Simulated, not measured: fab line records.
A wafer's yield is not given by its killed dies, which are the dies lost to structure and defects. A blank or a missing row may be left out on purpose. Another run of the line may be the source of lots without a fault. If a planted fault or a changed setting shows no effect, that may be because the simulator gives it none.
Split-lot experiment || flow berkeley_cmos170 || 5 lots, 23 wafers read, on a route of 331 steps

ON THE SPLIT
At UCB170_M1_COAT_04 (resist thk 900 nm), the setting spin_rpm was moved away from the recipe's 1500 rpm on 4 of the 23 wafers read, by -5.1% to -1.9%. For the rest of the wafers, this setting stayed at what the recipe calls for.

Reading taken at the split's own step.

THE READING
KrF_of_M1_COAT_04.thk_nm (the simulator's own value, which no gauge read), in nm, at UCB170_M1_COAT_04 (resist thk 900 nm). The file does not state a usual value for it. Across the 19 wafers here that went through the recipe, the average is 900.0 nm and the standard deviation 1.7 nm.

{"wafer": "L074.1", "tool, chamber at the split": "litho_track-03, 0", "spin_rpm as run, rpm": 1500, "against the recipe": "recipe", "KrF_of_M1_COAT_04.thk_nm, nm": 899.3, "against lot-mates on the recipe": "-"}
{"wafer": "L074.2", "tool, chamber at the split": "litho_track-03, 0", "spin_rpm as run, rpm": 1500, "against the recipe": "recipe", "KrF_of_M1_COAT_04.thk_nm, nm": 901.1, "against lot-mates on the recipe": "-"}
{"wafer": "L074.3", "tool, chamber at the split": "litho_track-03, 0", "spin_rpm as run, rpm": 1500, "against the recipe": "recipe", "KrF_of_M1_COAT_04.thk_nm, nm": 902, "against lot-mates on the recipe": "-"}
{"wafer": "L074.5", "tool, chamber at the split": "litho_track-03, 0", "spin_rpm as run, rpm": 1500, "against the recipe": "recipe", "KrF_of_M1_COAT_04.thk_nm, nm": 901.4, "against lot-mates on the recipe": "-"}
{"wafer": "L074.6", "tool, chamber at the split": "litho_track-03, 0", "spin_rpm as run, rpm": 1500, "against the recipe": "recipe", "KrF_of_M1_COAT_04.thk_nm, nm": 901.6, "against lot-mates on the recipe": "-"}
{"wafer": "L077.1", "tool, chamber at the split": "litho_track-03, 0", "spin_rpm as run, rpm": 1500, "against the recipe": "recipe", "KrF_of_M1_COAT_04.thk_nm, nm": 900.9, "against lot-mates on the recipe": "-"}
{"wafer": "L077.2", "tool, chamber at the split": "litho_track-03, 0", "spin_rpm as run, rpm": 1423, "against the recipe": "-5.1%", "KrF_of_M1_COAT_04.thk_nm, nm": 925, "against lot-mates on the recipe": "+24.7"}
{"wafer": "L077.3", "tool, chamber at the split": "litho_track-03, 0", "spin_rpm as run, rpm": 1500, "against the recipe": "recipe", "KrF_of_M1_COAT_04.thk_nm, nm": 900, "against lot-mates on the recipe": "-"}
{"wafer": "L077.5", "tool, chamber at the split": "litho_track-03, 0", "spin_rpm as run, rpm": 1500, "against the recipe": "recipe", "KrF_of_M1_COAT_04.thk_nm, nm": 900, "against lot-mates on the recipe": "-"}
{"wafer": "L077.4", "tool, chamber at the split": "litho_track-03, 0", "spin_rpm as run, rpm": 1423, "against the recipe": "-5.1%", "KrF_of_M1_COAT_04.thk_nm, nm": 923.4, "against lot-mates on the recipe": "+23.1"}
{"wafer": "L079.3", "tool, chamber at the split": "litho_track-03, 0", "spin_rpm as run, rpm": 1500, "against the recipe": "recipe", "KrF_of_M1_COAT_04.thk_nm, nm": 897.3, "against lot-mates on the recipe": "-"}
{"wafer": "L079.4", "tool, chamber at the split": "litho_track-03, 0", "spin_rpm as run, rpm": 1500, "against the recipe": "recipe", "KrF_of_M1_COAT_04.thk_nm, nm": 900.5, "against lot-mates on the recipe": "-"}
{"wafer": "L079.5", "tool, chamber at the split": "litho_track-03, 0", "spin_rpm as run, rpm": 1500, "against the recipe": "recipe", "KrF_of_M1_COAT_04.thk_nm, nm": 898.1, "against lot-mates on the recipe": "-"}
{"wafer": "L081.1", "tool, chamber at the split": "litho_track-02, 0", "spin_rpm as run, rpm": 1472, "against the recipe": "-1.9%", "KrF_of_M1_COAT_04.thk_nm, nm": 913, "against lot-mates on the recipe": "+10.8"}
{"wafer": "L081.2", "tool, chamber at the split": "litho_track-02, 0", "spin_rpm as run, rpm": 1500, "against the recipe": "recipe", "KrF_of_M1_COAT_04.thk_nm, nm": 901.8, "against lot-mates on the recipe": "-"}
{"wafer": "L081.3", "tool, chamber at the split": "litho_track-02, 0", "spin_rpm as run, rpm": 1472, "against the recipe": "-1.9%", "KrF_of_M1_COAT_04.thk_nm, nm": 911.2, "against lot-mates on the recipe": "+9.0"}
{"wafer": "L081.4", "tool, chamber at the split": "litho_track-02, 0", "spin_rpm as run, rpm": 1500, "against the recipe": "recipe", "KrF_of_M1_COAT_04.thk_nm, nm": 903.2, "against lot-mates on the recipe": "-"}
{"wafer": "L081.5", "tool, chamber at the split": "litho_track-02, 0", "spin_rpm as run, rpm": 1500, "against the recipe": "recipe", "KrF_of_M1_COAT_04.thk_nm, nm": 901.5, "against lot-mates on the recipe": "-"}
{"wafer": "L084.1", "tool, chamber at the split": "litho_track-04, 0", "spin_rpm as run, rpm": 1500, "against the recipe": "recipe", "KrF_of_M1_COAT_04.thk_nm, nm": 898.8, "against lot-mates on the recipe": "-"}
{"wafer": "L084.3", "tool, chamber at the split": "litho_track-04, 0", "spin_rpm as run, rpm": 1500, "against the recipe": "recipe", "KrF_of_M1_COAT_04.thk_nm, nm": 899.6, "against lot-mates on the recipe": "-"}
{"wafer": "L084.4", "tool, chamber at the split": "litho_track-04, 0", "spin_rpm as run, rpm": 1500, "against the recipe": "recipe", "KrF_of_M1_COAT_04.thk_nm, nm": 898.5, "against lot-mates on the recipe": "-"}
{"wafer": "L084.5", "tool, chamber at the split": "litho_track-04, 0", "spin_rpm as run, rpm": 1500, "against the recipe": "recipe", "KrF_of_M1_COAT_04.thk_nm, nm": 897.8, "against lot-mates on the recipe": "-"}
{"wafer": "L084.6", "tool, chamber at the split": "litho_track-04, 0", "spin_rpm as run, rpm": 1500, "against the recipe": "recipe", "KrF_of_M1_COAT_04.thk_nm, nm": 897, "against lot-mates on the recipe": "-"}

FIT RESULTS
A straight line over all 23 wafers: KrF_of_M1_COAT_04.thk_nm changes by -4.87 nm for each +1% of spin_rpm; r = -0.97; the points scatter about the line by 1.9 nm.
The same after taking each lot's own level away (the mean of its wafers on the recipe; 23 wafers): -4.72 nm for each +1%; r = -0.99; scatter 1 nm.
That fit puts the effect of the largest move of spin_rpm on the reading at 24 nm.
The lots' own levels span 898.34 to 902.17 nm, that is 2.2 times the standard deviation above.
Hence the lot-to-lot level has little effect on the slope; both slopes agree.
Check: with one of the wafers moved furthest among these (-5.1%) left out of the fit, the line predicts +24 nm for it against its lot-mates. Against them it came out at +24.7 nm.

OTHER SPLITS APPLIED TO THESE WAFERS
These wafers also went through other splits before the reading. Each is held against what the fit with the lots' levels taken away leaves over:
{"other split on the same wafers": "UCB170_PSD_IMPLANT_08 dose_cm2", "wafers away from the commonest value": 11, "r with KrF_of_M1_COAT_04.thk_nm (lot level and that fit taken away)": -0.11}
{"other split on the same wafers": "UCB170_NSD_IMPLANT_08 dose_cm2", "wafers away from the commonest value": 7, "r with KrF_of_M1_COAT_04.thk_nm (lot level and that fit taken away)": -0.03}
{"other split on the same wafers": "UCB170_NSD_STRIP_09 power_w", "wafers away from the commonest value": 10, "r with KrF_of_M1_COAT_04.thk_nm (lot level and that fit taken away)": "+0.16"}
{"other split on the same wafers": "UCB170_SILICIDE_SPUTTER_01 time_s", "wafers away from the commonest value": 8, "r with KrF_of_M1_COAT_04.thk_nm (lot level and that fit taken away)": "+0.10"}

THE FILE'S OWN FIT
KrF_of_M1_COAT_04.thk_nm changes by -4.74 nm for each +1% of spin_rpm, r = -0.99.
